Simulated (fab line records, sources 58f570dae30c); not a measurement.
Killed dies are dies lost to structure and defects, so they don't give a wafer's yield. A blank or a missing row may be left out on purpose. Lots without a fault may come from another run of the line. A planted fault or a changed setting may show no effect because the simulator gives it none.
fab line records | flow berkeley_cmos170 | part 2 of 2: steps 30 to 42 of 42
record lots=5 wafers=15 last_day=11
route steps=331 shown M2@280 V2@292 M3@309
lots that met no fault: from a run of the same line without faults
start_h: hours from the record's first day to the start of the lot's first wafer shown | wait_h: hours since the lot's step before | " the same as in the row above | L1.1+2: a row that stands for several wafers | - no value, or no start given | * or withheld: withheld | < > ~ a bound
route shown NAME@n: a module of which the file shows steps, and the number in the route of the first | usual: mean/standard deviation of fault-free wafers | same: alike in all rows | chamber/n: place in a boat | sites: the reading at each site | _std_site: their standard deviation | _edge_site: outer sites' mean less inner sites' | radius_mm: how far each site lies from the wafer's centre | mask NAME#n: copy n | behind: the tool/chamber that last shaped the wafer | hold: why the lot was held/for how many hours/how that ended | device: the transistor (n, p or np) that didn't switch | end of line: the same wafers' tests at the end of the route | a step without rows: its recipe alone | killed: dies lost to structure and defects at the first sort, not the wafer's yield | map: a wafer's dies, x killed, . not, _ none there
set.NAME: the setting as run; set.NAME@STEP: as run at that earlier step | model.NAME: the simulator's own value behind a step, which no gauge read
lots at some steps of the route; a table a step, a row a wafer
services: from which hour (start_h, from the record's first day; less than 0 if before it) a tool's chamber was out of use, for how many hours, and why
## steps
# step UCB170_M3_PRE_CLEAN_00
# recipe gas=Ar preclean_etch_time_s=60
# columns lot.wafer tool chamber start_h wait_h
L083.1+3+6 pvd_sputter-04 - 204.92 0.1
L085.1+4+5 pvd_sputter-04 - 221.18 0.1
L091.1+5+6 pvd_sputter-03 - 238.77 0.1
L095.3+5+6 pvd_sputter-04 - 264.72 0.1
L096.1+4+5 pvd_sputter-03 - 264.99 0.1
# step UCB170_M3_SPUTTER_01
# recipe material=Al target_thk_nm=900 time_s=120 power_w=6000 chamber_pressure_pa=0.5
# usual throttle_valve_pct=30.1/1.2
# columns lot.wafer tool chamber start_h wait_h throttle_valve_pct
L083.1 pvd_sputter-04 - 204.98 0.0 29.2
L083.3 " - " " 29.5
L083.6 " - " " 29.0
L085.1 pvd_sputter-04 - 221.25 0.0 29.3
L085.4 " - " " 29.1
L085.5 " - " " 29.2
L091.1 pvd_sputter-03 - 238.83 0.0 30.8
L091.5 " - " " 29.4
L091.6 " - " " 31.0
L095.3 pvd_sputter-04 - 264.78 0.0 29.2
L095.5 " - " " 29.4
L095.6 " - " " 28.9
L096.1 pvd_sputter-03 - 265.06 0.0 30.5
L096.4 " - " " 31.0
L096.5 " - " " 31.2
# step UCB170_M3_RS_MEAS_02
# recipe thk_meas_gauge=four-point-probe reads=Al_of_M3_SPUTTER_01
# usual M3_AL_RS=0.0321/0.0004
# columns lot.wafer tool chamber start_h wait_h M3_AL_RS[ohm/sq]
L083.1 film_metro-02 - 205.08 0.0 0.0324
L083.3 " - " " 0.0321
L083.6 " - " " 0.0322
L085.1 film_metro-04 - 221.33 0.0 0.0322
L085.4 " - " " 0.0326
L085.5 " - " " 0.0323
L091.1 film_metro-02 - 238.92 0.0 0.0318
L091.5 " - " " 0.0317
L091.6 " - " " 0.0317
L095.3 film_metro-03 - 264.91 0.1 0.0329
L095.5 " - " " 0.0330
L095.6 " - " " 0.0328
L096.1 film_metro-03 - 265.14 0.0 0.0322
L096.4 " - " " 0.0318
L096.5 " - " " 0.0321
# step UCB170_M3_THK_MEAS_03
# recipe thk_meas_gauge=xrf reads=Al_of_M3_SPUTTER_01
# usual M3_AL_THK=906/12
# columns lot.wafer tool chamber start_h wait_h M3_AL_THK[nm]
L083.1 film_metro-02 - 205.20 0.1 906
L083.3 " - " " 910
L083.6 " - " " 908
L085.1 film_metro-04 - 221.45 0.1 908
L085.4 " - " " 893
L085.5 " - " " 904
L091.1 film_metro-02 - 239.04 0.1 911
L091.5 " - " " 921
L091.6 " - " " 914
L095.3 film_metro-03 - 265.01 0.1 885
L095.5 " - " " 883
L095.6 " - " " 887
L096.1 film_metro-03 - 265.26 0.1 903
L096.4 " - " " 915
L096.5 " - " " 906
# step UCB170_M3_HMDS_04
# recipe prime_time_s=60 prime_temp_c=100
# usual prime_temp_c=100.00/0.12
# same prime_time_s=60
# columns lot.wafer tool chamber start_h wait_h prime_temp_c
L083.1 litho_track-02 0 205.26 0.1 99.93
L083.3 " 0 " " 99.99
L083.6 " 0 " " 99.84
L085.1 litho_track-02 0 221.76 0.3 99.83
L085.4 " 0 " " 99.86
L085.5 " 0 " " 99.67
L091.1 litho_track-01 0 239.98 0.9 99.98
L091.5 " 0 " " 100.06
L091.6 " 0 " " 99.87
L095.3 litho_track-01 0 265.10 0.1 100.17
L095.5 " 0 " " 100.19
L095.6 " 0 " " 100.17
L096.1 litho_track-01 0 265.50 0.2 100.15
L096.4 " 0 " " 99.92
L096.5 " 0 " " 100.05
# step UCB170_M3_COAT_05
# recipe resist=KrF spin_rpm=1500 resist_thk_nm=900
# columns lot.wafer tool chamber start_h wait_h
L083.1+3+6 litho_track-02 0 205.41 0.1
L085.1+4+5 litho_track-02 0 221.91 0.1
L091.1+5+6 litho_track-01 0 240.13 0.1
L095.3+5+6 litho_track-01 0 265.25 0.1
L096.1+4+5 litho_track-01 0 265.65 0.1
# step UCB170_M3_SOFTBAKE_06
# recipe resist=KrF temp_c=130 time_s=60
# columns lot.wafer tool chamber start_h wait_h
L083.1+3+6 litho_track-02 0 205.56 0.1
L085.1+4+5 litho_track-02 0 222.06 0.1
L091.1+5+6 litho_track-01 0 240.28 0.1
L095.3+5+6 litho_track-01 0 265.40 0.1
L096.1+4+5 litho_track-01 0 265.80 0.1
# step UCB170_M3_STRIP_07
# recipe chemistry=O2 power_w=400 pressure_mtorr=3500 platen_temp_c=withheld o2_flow_sccm=400 overash_fraction=0.5
# usual drypump_motor_current_A=5.5/0.52 oes_product_au=0.735/0.0046 strip_time_to_endpoint_s=21.94/0.067
# columns lot.wafer tool chamber start_h wait_h drypump_motor_current_A oes_product_au rf_hours_counter_h strip_time_to_endpoint_s
L083.1 plasma_asher-02 0 205.71 0.1 5.2 0.733 51 21.90
L083.3 " 0 " " 5.3 0.732 - 21.95
L083.6 " 0 " " 5.3 0.725 - 21.88
L085.1 plasma_asher-02 1 222.21 0.1 5.8 0.734 52 21.93
L085.4 " 0 " " 5.3 0.732 - 21.90
L085.5 " 1 " " 5.8 0.737 - 21.93
L091.1 plasma_asher-02 1 240.43 0.1 5.8 0.729 54 21.97
L091.5 " 1 " " 5.8 0.724 - 21.99
L091.6 " 0 " " 5.2 0.739 - 21.92
L095.3 plasma_asher-02 1 265.53 0.1 5.8 0.737 - 21.96
L095.5 " 0 " " 5.2 0.738 - 21.98
L095.6 " 1 " " 5.9 0.741 - 21.99
L096.1 plasma_asher-02 0 265.95 0.1 5.2 0.740 58 21.97
L096.4 " 0 " " 5.2 0.734 - 21.97
L096.5 " 0 " " 5.3 0.737 - 21.97
# step UCB170_M3_STRIP_08
# recipe chemistry=DMSO temp_c=80 time_s=600 material=KrF
# columns lot.wafer tool chamber start_h wait_h
L083.1+3+6 wet_bench-02 3 205.81 0.1
L085.1+4+5 wet_bench-04 0 222.31 0.1
L091.1+5+6 wet_bench-03 0 240.57 0.1
L095.3+5+6 wet_bench-03 1 265.60 0.0
L096.1+4+5 wet_bench-03 3 266.05 0.1
# step UCB170_M3_COAT_09
# recipe resist=BARC temp_c=withheld time_s=withheld spin_rpm=3000 resist_thk_nm=withheld
# columns lot.wafer tool chamber start_h wait_h
L083.1+3+6 litho_track-01 0 206.05 0.1
L085.1+4+5 litho_track-03 0 222.91 0.4
L091.1+5+6 litho_track-02 0 241.01 0.2
L095.3+5+6 litho_track-02 0 265.84 0.1
L096.1+4+5 litho_track-02 0 266.24 0.0
# step UCB170_M3_COAT_10
# recipe resist=KrF spin_rpm=1500 resist_thk_nm=900
# columns lot.wafer tool chamber start_h wait_h
L083.1+3+6 litho_track-01 0 - -
L085.1+4+5 litho_track-03 0 - -
L091.1+5+6 litho_track-02 0 - -
L095.3+5+6 litho_track-02 0 - -
L096.1+4+5 litho_track-02 0 - -
# step UCB170_M3_SOFTBAKE_11
# recipe resist=KrF temp_c=130 time_s=60
# columns lot.wafer tool chamber start_h wait_h
L083.1+3+6 litho_track-01 0 - -
L085.1+4+5 litho_track-03 0 - -
L091.1+5+6 litho_track-02 0 - -
L095.3+5+6 litho_track-02 0 - -
L096.1+4+5 litho_track-02 0 - -
# step UCB170_M3_EXPOSE_12
# recipe mask_id=METAL3 target_cd_nm=700 na=0.5 sigma_outer=0.6 source_shape=conventional dose_mj=26
# same na=0.5
# columns lot.wafer tool chamber start_h wait_h mask
L083.1+3+6 krf_scanner-02 0 206.66 - METAL3#0
L085.1+4+5 krf_scanner-02 0 223.36 - METAL3#0
L091.1+5+6 krf_scanner-01 0 241.46 - METAL3#0
L095.3+5+6 krf_scanner-02 0 266.28 - METAL3#0
L096.1+4+5 krf_scanner-01 0 266.81 - METAL3#0
## services
# columns tool chamber start_h hours kind
rie_metal-01 - 175.20 0.2 repair
rie_diel-02 3 175.74 15.9 repair
cmp-02 - 182.49 0.3 repair
cmp-02 - 183.12 1.5 repair
rie_diel-04 1 183.42 1.3 repair
wet_bench-03 - 185.08 3.6 repair
rie_metal-04 - 191.22 0.3 repair
krf_scanner-01 - 202.33 4.3 repair
cmp-01 - 205.86 6.0 pm
pecvd-01 2 209.12 1.7 repair
pecvd-03 - 216.70 1.1 repair
rie_diel-04 0 220.58 2.3 repair
rie_diel-01 3 224.27 3.8 repair
pecvd-01 1 225.43 7.4 repair
cmp-02 - 232.01 4.0 pm
krf_scanner-02 - 236.79 11.6 pm
cmp-01 - 239.84 1.3 repair
krf_scanner-02 - 248.34 1.0 pm
pecvd-04 - 251.66 0.8 repair
krf_scanner-01 - 253.28 1.3 pm
plasma_asher-01 - 253.97 0.8 repair
krf_scanner-02 - 260.96 0.8 pm
krf_scanner-02 - 261.78 0.4 repair
rie_diel-02 1 264.74 3.9 repair
